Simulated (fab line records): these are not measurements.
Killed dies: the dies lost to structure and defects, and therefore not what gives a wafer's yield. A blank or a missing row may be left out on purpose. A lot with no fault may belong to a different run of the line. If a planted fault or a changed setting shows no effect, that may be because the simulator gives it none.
What tool caused it?	flow rit_cmos	39 wafers from 13 lots sampled at 5 of the route's 202 steps

== WHAT THE GAUGES SHOWED, per wafer ==
RIT_M1_RS_MEAS_01: measures by four-point-probe.
lot	measured	on	M1_AL_RS (ohm/sq)
L438	day 3 05:44	film_metro-03	0.0735 0.0735 0.0735
L442	day 4 02:25	film_metro-04	0.0742 0.0730 0.0734
L444	day 4 11:35	film_metro-01	0.0724 0.0736 0.0722
L445	day 4 18:52	film_metro-04	0.0734 0.0739 0.0733
L446	day 5 03:32	film_metro-01	0.0741 0.0730 0.0734
L447	day 5 07:29	film_metro-04	0.0743 0.0735 0.0725
L448	day 5 19:55	film_metro-01	0.0715 0.0719 0.0717
L450	day 5 21:12	film_metro-01	0.0742 0.0748 0.0752
L452	day 6 13:52	film_metro-03	0.0742 0.0732 0.0743
L455	day 7 00:57	film_metro-03	0.0741 0.0729 0.0741
L458	day 7 12:50	film_metro-01	0.0748 0.1117 0.0746
L460	day 7 20:39	film_metro-01	0.0734 0.0728 0.1108
L461	day 8 00:59	film_metro-03	0.0737 0.0741 0.0743

RIT_M1_THK_MEAS_02: measures by xrf.
lot	measured	on	M1_AL_THK (nm)
L438	day 3 05:51	film_metro-03	398 397 398
L442	day 4 02:32	film_metro-04	394 402 401
L444	day 4 11:40	film_metro-01	403 397 404
L445	day 4 18:59	film_metro-04	398 395 402
L446	day 5 03:38	film_metro-01	393 400 400
L447	day 5 07:37	film_metro-04	392 401 405
L448	day 5 20:02	film_metro-01	408 407 408
L450	day 5 21:19	film_metro-01	394 390 387
L452	day 6 13:58	film_metro-03	397 402 396
L455	day 7 01:04	film_metro-03	395 402 398
L458	day 7 12:57	film_metro-01	389 263 390
L460	day 7 20:44	film_metro-01	399 403 264
L461	day 8 01:06	film_metro-03	397 394 394

== EACH LOT AND THE TOOL THAT RAN IT (in order: tool; ch and the chambers of the sampled wafers; start) ==
lot	RIT_NWELL_STRIP_09	RIT_PSD_STRIP_09	RIT_M1_SPUTTER_00
L438	plasma_asher-03 ch 0,1, day 1 21:23	plasma_asher-03 ch 0,1, day 3 01:23	pvd_sputter-01, day 3 05:26
L442	plasma_asher-03 ch 0,1, day 2 17:50	plasma_asher-01 ch 0,1, day 3 22:02	pvd_sputter-04, day 4 02:07
L444	plasma_asher-02 ch 0,1, day 3 02:41	plasma_asher-03 ch 0,1, day 4 07:23	pvd_sputter-04, day 4 11:23
L445	plasma_asher-02 ch 0,1, day 3 09:25	plasma_asher-02 ch 0,1, day 4 14:34	pvd_sputter-01, day 4 18:34
L446	plasma_asher-02 ch 0,1, day 3 15:03	plasma_asher-01 ch 0,1, day 4 23:23	pvd_sputter-03, day 5 03:12
L447	plasma_asher-01 ch 0,1, day 3 18:35	plasma_asher-02 ch 0,1, day 5 03:08	pvd_sputter-04, day 5 07:12
L448	plasma_asher-01 ch 0,1, day 4 03:12	plasma_asher-03 ch 0,1, day 5 15:42	pvd_sputter-04, day 5 19:37
L450	plasma_asher-03 ch 0,1, day 4 08:51	plasma_asher-02 ch 0,1, day 5 16:53	pvd_sputter-03, day 5 20:53
L452	plasma_asher-02 ch 0,1, day 5 00:11	plasma_asher-02 ch 0,1, day 6 09:29	pvd_sputter-03, day 6 13:32
L455	plasma_asher-01 ch 0,1, day 5 12:26	plasma_asher-03 ch 0,1, day 6 20:35	pvd_sputter-04, day 7 00:38
L458	plasma_asher-01 ch 0,1, day 6 02:33	plasma_asher-03 ch 0, day 7 08:10	pvd_sputter-03, day 7 12:32
L460	plasma_asher-02 ch 0,1, day 6 12:28	plasma_asher-01 ch 0,1, day 7 16:19	pvd_sputter-03, day 7 20:18
L461	plasma_asher-02 ch 0,1, day 6 16:08	plasma_asher-03 ch 0,1, day 7 20:35	pvd_sputter-04, day 8 00:41
- RIT_NWELL_STRIP_09: strips in O2, time 180 s.
- RIT_PSD_STRIP_09: strips in O2, time 180 s.
- RIT_M1_SPUTTER_00: material Al, target thk 400 nm, time 500 s.

== WHAT THE TOOLS THEMSELVES READ (means of the sampled wafers that have a number; where no wafer has one, the mark that the record gives instead) ==
RIT_NWELL_STRIP_09.
lot	tool	drypump_motor_current_A (A)
L438	plasma_asher-03	5.8
L442	plasma_asher-03	5.5
L444	plasma_asher-02	5.4
L445	plasma_asher-02	5.8
L446	plasma_asher-02	5.8
L447	plasma_asher-01	5.6
L448	plasma_asher-01	5.6
L450	plasma_asher-03	5.8
L452	plasma_asher-02	5.8
L455	plasma_asher-01	5.7
L458	plasma_asher-01	5.7
L460	plasma_asher-02	5.4
L461	plasma_asher-02	5.8

RIT_PSD_STRIP_09.
lot	tool	drypump_motor_current_A (A)
L438	plasma_asher-03	5.4
L442	plasma_asher-01	5.6
L444	plasma_asher-03	5.5
L445	plasma_asher-02	5.8
L446	plasma_asher-01	5.8
L447	plasma_asher-02	5.8
L448	plasma_asher-03	5.8
L450	plasma_asher-02	5.8
L452	plasma_asher-02	5.5
L455	plasma_asher-03	5.8
L458	plasma_asher-03	5.1
L460	plasma_asher-01	5.8
L461	plasma_asher-03	5.8

RIT_M1_SPUTTER_00.
lot	tool	throttle_valve_pct (%)
L438	pvd_sputter-01	30.1
L442	pvd_sputter-04	30.0
L444	pvd_sputter-04	30.2
L445	pvd_sputter-01	30.2
L446	pvd_sputter-03	29.1
L447	pvd_sputter-04	29.9
L448	pvd_sputter-04	29.9
L450	pvd_sputter-03	31.1
L452	pvd_sputter-03	29.7
L455	pvd_sputter-04	30.5
L458	pvd_sputter-03	31.8
L460	pvd_sputter-03	30.9
L461	pvd_sputter-04	30.1

== THE ANSWER, worked out from the rows above alone ==
Rule: the lots themselves supply what counts as usual. The widest of any qualifying gaps counts: lots, ordered by their means at a reading, are off when they make up no more than a third of the lots, leave a main group of 4 or more, and stand apart from it by 3 or more times the standard deviation of that group's means. A main group whose means are all the same, to the digits that the tables above print for the reading, isn't used. Also off: a lot with no number at a reading for which 4 or more lots have one. All remaining lots with rows at the step are treated as sound. The gauges are gone through in route order, then the tools' own readings, and for those a lot's mean is taken as printed above. The first step at which some lot is off is used, and at that step the reading that is off furthest; a lot without a number counts as furthest.
Off: L458, L460, at RIT_M1_RS_MEAS_01 (M1_AL_RS). For the main group the mean is 0.0735 ohm/sq and the standard deviation 0.00073.
If a tool, at a process step before that reading, ran all the lots that are off and no sound lot after the first of them, it fits. Those tools and the gauges at RIT_M1_RS_MEAS_01 are tried in the same way. 2 tools fit, pvd_sputter-03 at RIT_M1_SPUTTER_00 and film_metro-01 at RIT_M1_RS_MEAS_01, so this cannot tell which one it is.

== WHAT WAS PUT IN BY THE SIMULATOR ==
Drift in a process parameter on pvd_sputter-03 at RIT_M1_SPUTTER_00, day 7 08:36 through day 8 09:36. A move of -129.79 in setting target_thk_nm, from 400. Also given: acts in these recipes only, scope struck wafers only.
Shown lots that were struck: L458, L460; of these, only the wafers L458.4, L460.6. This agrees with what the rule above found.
